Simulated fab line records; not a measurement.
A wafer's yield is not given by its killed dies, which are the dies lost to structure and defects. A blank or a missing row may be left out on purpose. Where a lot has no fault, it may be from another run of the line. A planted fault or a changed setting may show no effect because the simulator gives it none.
Struck lot and sound lot, side by side -- flow rit-cmos -- 27 out of 202 route steps
Sound: the wafers L475.1, L475.5, L475.6. Struck: wafers L480.1, L480.4, L480.6. At the end, the cause is stated.
At each step with rows: each side's tool, then ch and its chambers, then its first start. Under that, the readings that differ: sound wafers -- struck wafers -- difference of the means -- sigmas: that difference in standard deviations of wafers without a fault.
alike: readings whose means differ by less than 2 such deviations, and words and numbers that are the same on both sides. not compared: withheld readings, readings that some wafer has no value for, bounds like >300 that may hide the same value, and numbers for which the record gives no deviation and whose values overlap.
The two part at a step that has a row with sigmas, a row that says differs or no value, or rows on one side only. Numbers that don't overlap but have no deviation are shown without sigmas and don't part them. A reading missing from all wafers of one side parts the sides only when that side holds two or more wafers.

RIT_ACTIVE_BOW_MEAS_00:
  sound on film-metro-01, day 2 11:00; struck on film-metro-02, day 3 12:00
  alike: INCOMING_BOW
then, 1 step without rows for these wafers: RIT_ACTIVE_OXIDATION_01 (target thk 46.8 nm, ox time 3360 s).
RIT_ACTIVE_THK_MEAS_02:
  sound on film-metro-04, day 2 15:55; struck on film-metro-01, day 3 14:08
  alike: ACTIVE_OXIDE_THK
RIT_ACTIVE_CVD_03: deposits Si3N4 from SiH2Cl2/NH3, target thk 150 nm, time 1500 s.
  sound on lpcvd-01 ch 0, day 2 16:35; struck on lpcvd-01 ch 1, day 3 14:11
reading,sound,struck,difference,sigmas
spike-tc-centre-C (C),814.1 812.3 812.6,828.3 827.0 827.8,+14.7,+9
spike-tc-load-C (C),838 840 839,850 851 852,+12,+3
spike-tc-source-C (C),829.0 828.6 826.8,846.6 848.0 849.4,+19.9,+8
susceptor-temp-C (C),810.1 810.0 810.2,825.2 825.0 824.9,+14.9,+39
model.Si3N4_of_ACTIVE_CVD_03.thk-nm (nm),150.1 148.6 148.1,194.6 194.4 194.4,+45.5,
RIT_ACTIVE_THK_MEAS_04:
  sound on film-metro-04, day 2 18:01; struck on film-metro-02, day 3 15:37
reading,sound,struck,difference,sigmas
ACTIVE_NITRIDE_THK (nm),150.1 148.5 148.0,194.6 194.2 194.3,+45.5,+30
then, 6 steps without rows for these wafers: RIT_ACTIVE_HMDS_05 (prime time 60 s); RIT_ACTIVE_COAT_06 (resist thk 1000 nm); RIT_ACTIVE_SOFTBAKE_07 (time 60 s); RIT_ACTIVE_EXPOSE_08 (exposes mask M1, target cd 1400 nm); RIT_ACTIVE_PEB_09; RIT_ACTIVE_DEVELOP_10 (develop time 50 s).
RIT_ACTIVE_CD_MEAS_11: the cd target is 1400 nm.
  sound on cd-sem-01, day 2 18:55; struck on cd-sem-02, day 3 16:31
  alike: cd-nm
then, 1 step without rows for these wafers: RIT_ACTIVE_HARDBAKE_12 (time 60 s).
RIT_ACTIVE_ETCH_13: etches Si3N4 in SF6, stops on SiO2, time 210 s, target depth 210 nm.
  sound on rie-diel-03 ch 0,1,3, day 2 19:11; struck on rie-diel-03 ch 0,1, day 3 16:47
reading,sound,struck,difference,sigmas
oes-product-au (a.u.),0.810 0.807 0.810,0.944 0.939 0.934,+0.130,+14
model.ACTIVE.feature-depth-nm (nm),150.1 149 148.1,194.6 194.8 194.4,+45.5,
model.etch.depth-nm (nm),150.1 148.6 148.1,194.6 194.4 194.4,+45.5,
  alike: drypump-motor-current-A, throttle-valve-pct
  not compared: rf-hours-counter-h
RIT_ACTIVE_STRIP_14: strips in O2, time 180 s.
  sound on plasma-asher-01 ch 0,1, day 2 19:19; struck on plasma-asher-02 ch 0,1, day 3 16:55
  alike: drypump-motor-current-A, o2-flow-sccm
  not compared: rf-hours-counter-h
RIT_ACTIVE_CD_MEAS_90: the cd target is 1400 nm.
  sound on cd-sem-01, day 2 19:30; struck on cd-sem-01, day 3 17:06
  alike: cd-nm
then, 4 steps without rows for these wafers: RIT_ACTIVE_CLEAN_15 (cleans in SC1, time 600 s); RIT_ACTIVE_CLEAN_16 (cleans in dHF, time 30 s); RIT_ACTIVE_CLEAN_17 (cleans in SC2, time 600 s); RIT_FOX1_OXIDATION_00 (target thk 350.7 nm, ox time 1130 s).
RIT_FOX1_THK_MEAS_01:
  sound on film-metro-03, day 2 22:32; struck on film-metro-03, day 3 18:54
  alike: FOX1_OXIDE_THK
then, 2 steps without rows for these wafers: RIT_FOX1_WET_ETCH_02 (etches SiO2 in BOE, target depth 350 nm, time 390 s); RIT_FOX2_OXIDATION_00 (target thk 350.7 nm, ox time 1130 s).
RIT_FOX2_THK_MEAS_01:
  sound on film-metro-03, day 3 01:30; struck on film-metro-03, day 3 20:23
  alike: FOX2_OXIDE_THK
RIT_FOX2_CLEAN_02: cleans in dHF, time 180 s.
  sound on wet-bench-04 ch 0, day 3 01:34; struck on wet-bench-04 ch 2, day 3 20:27
reading,sound,struck,difference,sigmas
model.Si3N4_of_ACTIVE_CVD_03.thk-nm (nm),130.8 129.3 128.8,175.3 175.2 175.1,+45.6,
then, 1 step without rows for these wafers: RIT_FOX2_WET_ETCH_03 (etches Si3N4 in H3PO4, target depth 195 nm, time 2700 s).
RIT_M1_PROBE_99:
  sound on prober-02, day 4 20:32; struck on prober-02, day 5 11:48
reading,sound,struck,difference,sigmas
model.etest.nldd.width-nm (nm),3171 3176 3175,3240 3219 3220,+52,
model.etest.pldd.width-nm (nm),3187 3172 3166,3233 3237 3232,+59,
model.etest.nplus-sal.width-nm (nm),3454 3437 3435,3468 3488 3465,+32,
model.etest.pplus-sal.width-nm (nm),3447 3432 3434,3450 3480 3465,+27,
  alike: killed-at-contacts, killed-at-front-end, killed-dies, killed-open, killed-short

## WHERE THEY PART
First at RIT_ACTIVE_CVD_03; last, within this record, at RIT_ACTIVE_ETCH_13. Later steps at which nothing parts them and some readings are alike: RIT_ACTIVE_STRIP_14, RIT_ACTIVE_CD_MEAS_90, RIT_FOX1_THK_MEAS_01, RIT_FOX2_THK_MEAS_01, RIT_M1_PROBE_99.

WHY: what the simulator had put in
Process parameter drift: lpcvd-01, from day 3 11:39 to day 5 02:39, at RIT_ACTIVE_CVD_03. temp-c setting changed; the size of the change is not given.
